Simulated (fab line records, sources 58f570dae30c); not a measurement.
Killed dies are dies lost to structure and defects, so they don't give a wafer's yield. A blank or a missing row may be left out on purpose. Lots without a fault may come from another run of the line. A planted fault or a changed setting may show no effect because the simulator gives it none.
Split-lot experiment | flow berkeley_cmos170 | 5 lots, 23 wafers read, on a route of 331 steps

THE SPLIT
At UCB170_V2_CMP_02 (polishes SiO2), the setting leave_above_ref_nm was moved away from the recipe's 1000 nm on 8 of the 23 wafers read, by -6.8% to +5.4%. The other wafers ran this setting at the recipe's value.

The file shows no step between the split and the reading.

THE READING
V2_POLISHED_THK, in nm, at UCB170_V2_THK_MEAS_04. Fault-free wafers of this fab line usually give 999.9 nm, standard deviation 1.3 nm.

wafer  | tool, chamber at the split | leave_above_ref_nm as run, nm | against the recipe | V2_POLISHED_THK, nm | against lot-mates on the recipe
L077.1 | cmp-01, 2,3                | 1000                          | recipe             | 1001.9              | -
L077.2 | cmp-01, 2,3                | 1000                          | recipe             | 999.8               | -
L077.4 | cmp-01, 0                  | 1000                          | recipe             | 999.1               | -
L077.5 | cmp-01, 3                  | 1000                          | recipe             | 1000.7              | -
L077.6 | cmp-01, 2                  | 1000                          | recipe             | 1001.4              | -
L081.1 | cmp-02, 1                  | 1000                          | recipe             | 1001.1              | -
L081.2 | cmp-02, 3                  | 1000                          | recipe             | 998.6               | -
L081.6 | cmp-02, 2                  | 1000                          | recipe             | 999.5               | -
L082.1 | cmp-02, 1                  | 1000                          | recipe             | 999.6               | -
L082.2 | cmp-02, 2                  | 1000                          | recipe             | 997.8               | -
L082.4 | cmp-02, 3,0                | 1054                          | +5.4%              | 1051.2              | +52.5
L082.5 | cmp-02, 1                  | 1054                          | +5.4%              | 1051.7              | +53.0
L082.6 | cmp-02, 3,0                | 1054                          | +5.4%              | 1049.7              | +51.0
L085.1 | cmp-02, 2                  | 932.3                         | -6.8%              | 932.8               | -65.3
L085.2 | cmp-02, 3                  | 1000                          | recipe             | 997.4               | -
L085.4 | cmp-02, 0                  | 1000                          | recipe             | 997.8               | -
L085.5 | cmp-02, 1                  | 1000                          | recipe             | 999.2               | -
L085.6 | cmp-02, 2                  | 932.3                         | -6.8%              | 931.1               | -67.0
L084.1 | cmp-02, 1                  | 1000                          | recipe             | 1002.2              | -
L084.3 | cmp-02, 2                  | 934.5                         | -6.6%              | 935.3               | -65.5
L084.4 | cmp-02, 0                  | 1000                          | recipe             | 999.4               | -
L084.5 | cmp-02, 0,1                | 934.5                         | -6.6%              | 934.4               | -66.4
L084.6 | cmp-02, 0,1                | 934.5                         | -6.6%              | 934.9               | -65.9
Where a row lists several chambers, the file gives one row for several wafers and doesn't say which wafer went through which chamber.

THE FIT
A straight line over all 23 wafers: V2_POLISHED_THK changes by +9.79 nm for each +1% of leave_above_ref_nm; r = +1.00; the points scatter about the line by 1.5 nm.
The same after taking each lot's own level away (the mean of its wafers on the recipe; 23 wafers): +9.85 nm for each +1%; r = +1.00; scatter 1.1 nm.
On that fit, the largest move of leave_above_ref_nm shifts the reading by 67 nm.
The lots' own levels span 998.13 to 1000.80 nm, that is 2.1 times the standard deviation above.
So the lot-to-lot level changes the slope little: the two slopes agree.
Check: with one of the wafers moved furthest among these (-6.8%) left out of the fit, the line predicts -67.3 nm for it against its lot-mates. It came out at -65.3 nm against them.

OTHER SPLITS ON THESE WAFERS
These wafers also went through other splits before the reading. Each is held against what the fit with the lots' levels taken away leaves over:
other split on the same wafers     | wafers away from the commonest value | r with V2_POLISHED_THK (lot level and that fit taken away)
UCB170_CONTACT_CVD_01 o2_flow_sccm | 15                                   | +0.34
UCB170_CONTACT_ETCH_18 time_s      | 7                                    | +0.36
UCB170_M1_COAT_04 spin_rpm         | 10                                   | -0.08
UCB170_V1_CVD_00 time_s            | 10                                   | +0.05
UCB170_V1_PEB_10 peb_temp_c        | 6                                    | +0.13
UCB170_V1_ETCH_14 rf_w             | 6                                    | -0.09

THE WHOLE CHAIN: every reading that the file lists as answering this split, in the file's order
step                  | what it does                                                              | reading                                                                   | change (the file's fit)              | r (the file's)
UCB170_V2_CMP_02      | polishes SiO2                                                             | SiO2_of_V2_CVD_00.thk_nm (the simulator's own value, which no gauge read) | +9.82 nm for each +1% of the setting | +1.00
UCB170_V2_THK_MEAS_04 |                                                                           | V2_POLISHED_THK                                                           | +9.85 for each +1% of the setting    | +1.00
UCB170_V2_ETCH_14     | etches SiO2 in CHF3/CF4/Ar, stops on Al, target depth 1250 nm, time 305 s | V2.feature_depth_nm (the simulator's own value, which no gauge read)      | +9.9 nm for each +1% of the setting  | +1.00
UCB170_V2_ETCH_14     | etches SiO2 in CHF3/CF4/Ar, stops on Al, target depth 1250 nm, time 305 s | etch.depth_nm (the simulator's own value, which no gauge read)            | +9.82 nm for each +1% of the setting | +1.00

THE FILE'S OWN FIT
V2_POLISHED_THK changes by +9.85 nm for each +1% of leave_above_ref_nm, r = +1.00.
